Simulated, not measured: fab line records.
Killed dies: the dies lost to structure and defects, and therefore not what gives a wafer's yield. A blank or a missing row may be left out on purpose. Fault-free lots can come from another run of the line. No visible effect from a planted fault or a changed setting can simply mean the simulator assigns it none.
A lot that was struck, set against a sound lot -- flow berkeley-cmos170 -- 14 steps out of a route of 331
Sound: the wafers L340.2, L340.3, L340.6. Wafers struck: L345.1, L345.4, L345.6. Last of all comes the cause.
Per side, at each step with rows, come the tool, then ch with its chambers, and then its first start. Under that, the readings that differ: sound wafers -- struck wafers -- difference of the means -- sigmas: that difference in standard deviations of wafers without a fault.
alike: readings with means less than 2 such deviations apart, plus words and numbers identical on both sides. not compared: withheld readings, readings lacking a value on some wafer, bounds such as >300 that could conceal the same value, and numbers that have no deviation in the record and whose values overlap.
A row with sigmas, a row that says differs or no value, or rows on one side alone: a step with any of these is where the two part. Numbers that don't overlap but have no deviation are shown without sigmas and don't part them. A reading that every wafer of one side lacks parts them only if that side has two wafers or more.

UCB170_V1_BOW_MEAS_03:
  sound on film-metro-04, day 8 03:53; struck on film-metro-01, day 9 11:30
  alike: V1_BOW
UCB170_V1_THK_MEAS_04:
  sound on film-metro-04, day 8 03:59; struck on film-metro-01, day 9 11:37
  alike: V1_POLISHED_THK
then, 7 steps without rows for these wafers: UCB170_V1_CLEAN_05 (cleans in DIW); UCB170_V1_HMDS_06 (prime time 60 s); UCB170_V1_COAT_07 (resist thk 900 nm); UCB170_V1_SOFTBAKE_08 (time 60 s); UCB170_V1_EXPOSE_09 (exposes mask VIA1, target cd 700 nm); UCB170_V1_PEB_10; UCB170_V1_DEVELOP_11 (develop time 47.2 s).
UCB170_V1_CD_MEAS_12: target cd 700 nm.
  sound on cd-sem-02, day 8 06:55; struck on cd-sem-02, day 9 14:04
reading,sound,struck,difference,sigmas
cd-nm (nm),702.5 702.0 700.8,699.0 698.9 698.9,-2.8,-2
UCB170_V1_OVL_MEAS_13:
  sound on overlay-02, day 8 07:01; struck on overlay-02, day 9 14:11
  alike: V1_OVL
UCB170_V1_ETCH_14: etches SiO2 in CHF3/CF4/Ar, stops on Al, target depth 1250 nm, time 291 s.
  sound on rie-diel-02 ch 0,1,3, day 8 07:02; struck on rie-diel-03 ch 2,3, day 9 14:13
  alike: drypump-motor-current-A, oes-product-au, throttle-valve-pct
  not compared: rf-hours-counter-h
UCB170_V1_STRIP_15: strips in O2.
  sound on plasma-asher-02 ch 0,1, day 8 07:13; struck on plasma-asher-04 ch 0,1, day 9 14:24
  no value came back on the struck wafers for chamber-pressure-mTorr (mTorr), drypump-motor-current-A (A), oes-product-au (a.u.), strip-time-to-endpoint-s (s); on the sound wafers chamber-pressure-mTorr (mTorr) reads 3506 3502 3503
reading,sound,struck,difference,sigmas
model.KrF_of_V1_COAT_07.thk-nm (nm),0 0 0,605.8 608.9 609,+607.9,
  not compared: rf-hours-counter-h
UCB170_V1_CD_MEAS_90: target cd 700 nm.
  sound on cd-sem-02, day 8 07:38; struck on cd-sem-02, day 9 14:30
reading,sound,struck,difference,sigmas
cd-nm (nm),702.5 702.5 700.8,698.5 698.1 698.1,-3.7,-2

## WHERE THEY PART
At UCB170_V1_CD_MEAS_12 first; at UCB170_V1_CD_MEAS_90 last (within this record only).

WHY: whatever the simulator had introduced
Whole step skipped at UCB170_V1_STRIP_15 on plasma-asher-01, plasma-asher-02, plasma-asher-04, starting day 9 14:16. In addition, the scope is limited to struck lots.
